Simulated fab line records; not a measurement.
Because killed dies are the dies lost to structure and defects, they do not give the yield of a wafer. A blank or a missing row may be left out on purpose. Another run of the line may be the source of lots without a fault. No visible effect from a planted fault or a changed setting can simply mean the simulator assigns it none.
Which tool was responsible? / flow berkeley-cmos170 / 14 lots, 42 wafers sampled, at 5 steps of a route of 331

## WHAT EACH GAUGE READ, for each wafer
UCB170_START_BOW_MEAS_00. Usual: for INCOMING_BOW the level is 1 um and the standard deviation is 6.7.
lot=L680; measured=day 1 10:00; on=film-metro-03; INCOMING_BOW (um)=-7 -9 11; flag=
lot=L681; measured=day 1 15:01; on=film-metro-03; INCOMING_BOW (um)=-2 -12 -1; flag=
lot=L682; measured=day 1 20:00; on=film-metro-01; INCOMING_BOW (um)=1 11 -9; flag=
lot=L683; measured=day 2 01:00; on=film-metro-04; INCOMING_BOW (um)=1 -8 -4; flag=
lot=L684; measured=day 2 06:02; on=film-metro-04; INCOMING_BOW (um)=-3 -5 5; flag=
lot=L685; measured=day 2 11:06; on=film-metro-03; INCOMING_BOW (um)=-2 -15 7; flag=
lot=L686; measured=day 2 16:00; on=film-metro-03; INCOMING_BOW (um)=3 4 8; flag=
lot=L687; measured=day 2 21:00; on=film-metro-04; INCOMING_BOW (um)=5 -7 2; flag=
lot=L688; measured=day 3 02:00; on=film-metro-04; INCOMING_BOW (um)=1 4 -3; flag=
lot=L691; measured=day 3 17:00; on=film-metro-01; INCOMING_BOW (um)=3 8 -5; flag=
lot=L696; measured=day 4 18:02; on=film-metro-01; INCOMING_BOW (um)=4 3 4; flag=
lot=L699; measured=day 5 09:01; on=film-metro-01; INCOMING_BOW (um)=13 -4 3; flag=
lot=L701; measured=day 5 19:01; on=film-metro-04; INCOMING_BOW (um)=7 4 7; flag=
lot=L702; measured=day 6 00:01; on=film-metro-04; INCOMING_BOW (um)=5 -8 0; flag=

UCB170_PWELL_THK_MEAS_06. Usual: for PWELL_NITRIDE_THK the level is 220.1 nm and the standard deviation is 2.
lot=L680; measured=day 3 06:20; on=film-metro-04; PWELL_NITRIDE_THK (nm)=219.7 221.6 219.2; flag=
lot=L681; measured=day 3 14:29; on=film-metro-01; PWELL_NITRIDE_THK (nm)=220.4 220.0 219.6; flag=
lot=L682; measured=day 3 14:28; on=film-metro-02; PWELL_NITRIDE_THK (nm)=219.9 217.3 220.7; flag=
lot=L683; measured=day 4 00:42; on=film-metro-01; PWELL_NITRIDE_THK (nm)=223.2 223.7 223.0; flag=
lot=L684; measured=day 4 04:51; on=film-metro-04; PWELL_NITRIDE_THK (nm)=219.3 221.0 221.8; flag=
lot=L685; measured=day 4 04:51; on=film-metro-02; PWELL_NITRIDE_THK (nm)=218.8 218.4 219.4; flag=
lot=L686; measured=day 4 11:53; on=film-metro-04; PWELL_NITRIDE_THK (nm)=218.4 221.5 219.8; flag=
lot=L687; measured=day 4 16:49; on=film-metro-02; PWELL_NITRIDE_THK (nm)=219.8 219.8 218.6; flag=
lot=L688; measured=day 4 16:49; on=film-metro-04; PWELL_NITRIDE_THK (nm)=215.7 214.9 216.5; flag=
lot=L691; measured=day 5 21:37; on=film-metro-02; PWELL_NITRIDE_THK (nm)=221.4 221.6 217.9; flag=
lot=L696; measured=day 6 15:53; on=film-metro-02; PWELL_NITRIDE_THK (nm)=223.2 223.8 223.4; flag=
lot=L699; measured=day 7 01:54; on=film-metro-02; PWELL_NITRIDE_THK (nm)=218.2 219.4 220.7; flag=
lot=L701; measured=day 7 18:44; on=film-metro-01; PWELL_NITRIDE_THK (nm)=221.6 222.0 221.0; flag=
lot=L702; measured=day 7 18:44; on=film-metro-02; PWELL_NITRIDE_THK (nm)=222.2 223.4 224.3; flag=

UCB170_ACTIVE_OVL_MEAS_14. Usual: for ACTIVE_OVL the level is -2 nm and the standard deviation is 6.7.
lot=L680; measured=day 4 20:08; on=overlay-02; ACTIVE_OVL (nm)=7 10 10; flag=
lot=L681; measured=day 4 20:23; on=overlay-01; ACTIVE_OVL (nm)=-8 2 -4; flag=
lot=L682; measured=day 4 19:55; on=overlay-02; ACTIVE_OVL (nm)=-11 -4 -12; flag=
lot=L683; measured=day 5 13:30; on=overlay-02; ACTIVE_OVL (nm)=-8 -4 -7; flag=
lot=L684; measured=day 5 13:41; on=overlay-01; ACTIVE_OVL (nm)=13 18 12; flag=
lot=L685; measured=day 5 13:47; on=overlay-02; ACTIVE_OVL (nm)=-5 -8 -3; flag=
lot=L686; measured=day 5 23:29; on=overlay-02; ACTIVE_OVL (nm)=-15 -18 -18; flag=
lot=L687; measured=day 6 03:19; on=overlay-02; ACTIVE_OVL (nm)=-7 -6 1; flag=
lot=L688; measured=day 6 03:55; on=overlay-02; ACTIVE_OVL (nm)=4 -11 -3; flag=
lot=L691; measured=day 7 11:53; on=overlay-01; ACTIVE_OVL (nm)=-218 -223 -217; flag=OFF
lot=L696; measured=day 8 05:51; on=overlay-02; ACTIVE_OVL (nm)=-216 -213 -210; flag=OFF
lot=L699; measured=day 8 14:41; on=overlay-02; ACTIVE_OVL (nm)=2 -2 0; flag=
lot=L701; measured=day 9 04:14; on=overlay-02; ACTIVE_OVL (nm)=-12 -5 0; flag=
lot=L702; measured=day 9 03:43; on=overlay-01; ACTIVE_OVL (nm)=3 -6 3; flag=

UCB170_PFIELD_TW_MEAS_09. Usual: for PFIELD_TW the level is 602 and the standard deviation is 3.
lot=L680; measured=day 5 01:20; on=film-metro-04; PFIELD_TW=609 606 607; flag=
lot=L681; measured=day 5 01:37; on=film-metro-04; PFIELD_TW=609 610 610; flag=
lot=L682; measured=day 5 01:17; on=film-metro-02; PFIELD_TW=601 603 598; flag=
lot=L683; measured=day 5 15:32; on=film-metro-02; PFIELD_TW=598 600 600; flag=
lot=L684; measured=day 5 15:50; on=film-metro-03; PFIELD_TW=603 603 602; flag=
lot=L685; measured=day 5 15:52; on=film-metro-02; PFIELD_TW=599 601 598; flag=
lot=L686; measured=day 6 02:06; on=film-metro-02; PFIELD_TW=598 598 598; flag=
lot=L687; measured=day 6 07:28; on=film-metro-03; PFIELD_TW=603 603 602; flag=
lot=L688; measured=day 6 07:23; on=film-metro-02; PFIELD_TW=598 601 606; flag=
lot=L691; measured=day 7 14:01; on=film-metro-04; PFIELD_TW=607 601 607; flag=
lot=L696; measured=day 8 07:55; on=film-metro-02; PFIELD_TW=600 604 600; flag=
lot=L699; measured=day 8 20:26; on=film-metro-03; PFIELD_TW=602 601 602; flag=
lot=L701; measured=day 9 06:38; on=film-metro-02; PFIELD_TW=599 599 596; flag=
lot=L702; measured=day 9 05:47; on=film-metro-04; PFIELD_TW=600 604 601; flag=

## WHICH TOOL RAN EACH LOT (tool, then ch and the chambers of the sampled wafers, then the start)
lot=L680; UCB170_ACTIVE_EXPOSE_10=krf-scanner-02 ch 0, day 4 19:37
lot=L681; UCB170_ACTIVE_EXPOSE_10=krf-scanner-01 ch 0, day 4 19:53
lot=L682; UCB170_ACTIVE_EXPOSE_10=krf-scanner-01 ch 0, day 4 19:23
lot=L683; UCB170_ACTIVE_EXPOSE_10=krf-scanner-01 ch 0, day 5 12:39
lot=L684; UCB170_ACTIVE_EXPOSE_10=krf-scanner-02 ch 0, day 5 12:56
lot=L685; UCB170_ACTIVE_EXPOSE_10=krf-scanner-01 ch 0, day 5 13:11
lot=L686; UCB170_ACTIVE_EXPOSE_10=krf-scanner-01 ch 0, day 5 22:11
lot=L687; UCB170_ACTIVE_EXPOSE_10=krf-scanner-01 ch 0, day 6 02:49
lot=L688; UCB170_ACTIVE_EXPOSE_10=krf-scanner-01 ch 0, day 6 03:14
lot=L691; UCB170_ACTIVE_EXPOSE_10=krf-scanner-02 ch 0, day 7 11:05
lot=L696; UCB170_ACTIVE_EXPOSE_10=krf-scanner-02 ch 0, day 8 05:20
lot=L699; UCB170_ACTIVE_EXPOSE_10=krf-scanner-01 ch 0, day 8 14:11
lot=L701; UCB170_ACTIVE_EXPOSE_10=krf-scanner-01 ch 0, day 9 03:43
lot=L702; UCB170_ACTIVE_EXPOSE_10=krf-scanner-01 ch 0, day 9 03:04
- UCB170_ACTIVE_EXPOSE_10: exposes mask ACTIVE, target cd 1200 nm.

## AS READ BY THE TOOLS THEMSELVES (means over the sampled wafers that have a number; for cases with no such wafer, the mark the record gives instead)
The record holds no such reading with a usual standard deviation.

## THE ANSWER, worked out from the rows above alone
Rule: lot off if the mean of its wafers having a number is beyond 3 standard deviations from the usual mean. A lot without any number at a reading at which 4 lots or more have one is off too. The other lots that the step has rows for count as sound. The gauges are gone through in route order, then the tools' own readings, and for those a lot's mean is taken as printed above. At the first step where some lot is off, the reading lying furthest off is the one used; lots without a number count as furthest.
Off: L691, L696, seen at UCB170_ACTIVE_OVL_MEAS_14 (ACTIVE_OVL).
If a tool, at a process step before that reading, ran all the lots that are off and no sound lot after the first of them, it fits. The gauges at UCB170_ACTIVE_OVL_MEAS_14 are tried like those tools. One fits: krf-scanner-02 at UCB170_ACTIVE_EXPOSE_10. A fault onset in the window from L684 (day 5 12:56, its last sound lot) to L691 (day 7 11:05, its first lot off) fits.

## WHAT THE SIMULATOR HAD INSERTED
Scanner matching overlay: krf-scanner-02, from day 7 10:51 on, at UCB170_ACTIVE_EXPOSE_10. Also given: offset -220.
Shown lots that were struck: L691, L696. The rule given above showed the same thing.
